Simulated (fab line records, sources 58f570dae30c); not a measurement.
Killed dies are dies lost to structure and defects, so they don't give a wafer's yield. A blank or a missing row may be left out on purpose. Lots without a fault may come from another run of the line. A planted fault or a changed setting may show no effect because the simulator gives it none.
A struck lot beside a sound one | flow berkeley_cmos170 | 14 steps out of a route of 331
Sound: wafers L621.1, L621.2, L621.4. Struck: wafers L625.1, L625.2, L625.4. The cause comes at the end.
At each step with rows: each side's tool, then ch and its chambers, then its first start. Under that, the readings that differ: sound wafers | struck wafers | difference of the means | sigmas: that difference in standard deviations of wafers without a fault.
alike: readings whose means differ by less than 2 such deviations, and words and numbers that are the same on both sides. not compared: withheld readings, readings that some wafer has no value for, bounds like >300 that may hide the same value, and numbers for which the record gives no deviation and whose values overlap.
The two part at a step that has a row with sigmas, a row that says differs or no value, or rows on one side only. Numbers that don't overlap but have no deviation are shown without sigmas and don't part them. A reading that every wafer of one side lacks parts them only if that side has two wafers or more.

first, 2 steps without rows for these wafers: UCB170_CONTACT_CLEAN_00 (cleans in SPM, time 600 s); UCB170_CONTACT_CVD_01 (deposits PSG from SiH4/O2/PH3, target thk 700 nm, time 2820 s).
UCB170_CONTACT_THK_MEAS_02:
  sound on film_metro-01, day 6 16:06; struck on film_metro-01, day 7 13:49
  alike: CONTACT_PSG_THK
then, 3 steps without rows for these wafers: UCB170_CONTACT_HMDS_03 (prime time 60 s); UCB170_CONTACT_COAT_04 (resist thk 900 nm); UCB170_CONTACT_SOFTBAKE_05 (time 60 s).
UCB170_CONTACT_STRIP_06: strips in O2.
  sound on plasma_asher-04 ch 0,1, day 6 17:20; struck on plasma_asher-01 ch 0,1, day 7 14:49
  alike: drypump_motor_current_A, oes_product_au, strip_time_to_endpoint_s
  not compared: rf_hours_counter_h
then, 1 step without rows for these wafers: UCB170_CONTACT_CLEAN_07 (cleans in SPM, time 600 s).
UCB170_CONTACT_RTA_08: time 10 s.
  sound on rtp_anneal-02 ch 0, day 6 17:36; struck on rtp_anneal-01 ch 0, day 7 15:06
  reading            | sound          | struck         | difference | sigmas
  lamp_power_pct (%) | 21.0 21.0 21.0 | 26.1 26.1 26.0 | +5.1       | +2
  alike: anneal_temp_c_max, wafer_temp_C_max
then, 3 steps without rows for these wafers: UCB170_CONTACT_COAT_09; UCB170_CONTACT_COAT_10 (resist thk 900 nm); UCB170_CONTACT_SOFTBAKE_11 (time 60 s).
UCB170_CONTACT_EXPOSE_12: exposes mask CONT, target cd 700 nm.
  sound on krf_scanner-01 ch 0, day 6 18:30; struck on krf_scanner-01, day 7 15:59
  no value came back on the struck wafers for exposure_dose_mJ_cm2, focus_offset_nm (nm); on the sound wafers exposure_dose_mJ_cm2 reads 34.98 34.94 34.96
  alike: mask
then, 1 step without rows for these wafers: UCB170_CONTACT_PEB_13.

WHERE THEY PART
First at UCB170_CONTACT_RTA_08; last, within this record, at UCB170_CONTACT_EXPOSE_12.

WHY: what the simulator had put in
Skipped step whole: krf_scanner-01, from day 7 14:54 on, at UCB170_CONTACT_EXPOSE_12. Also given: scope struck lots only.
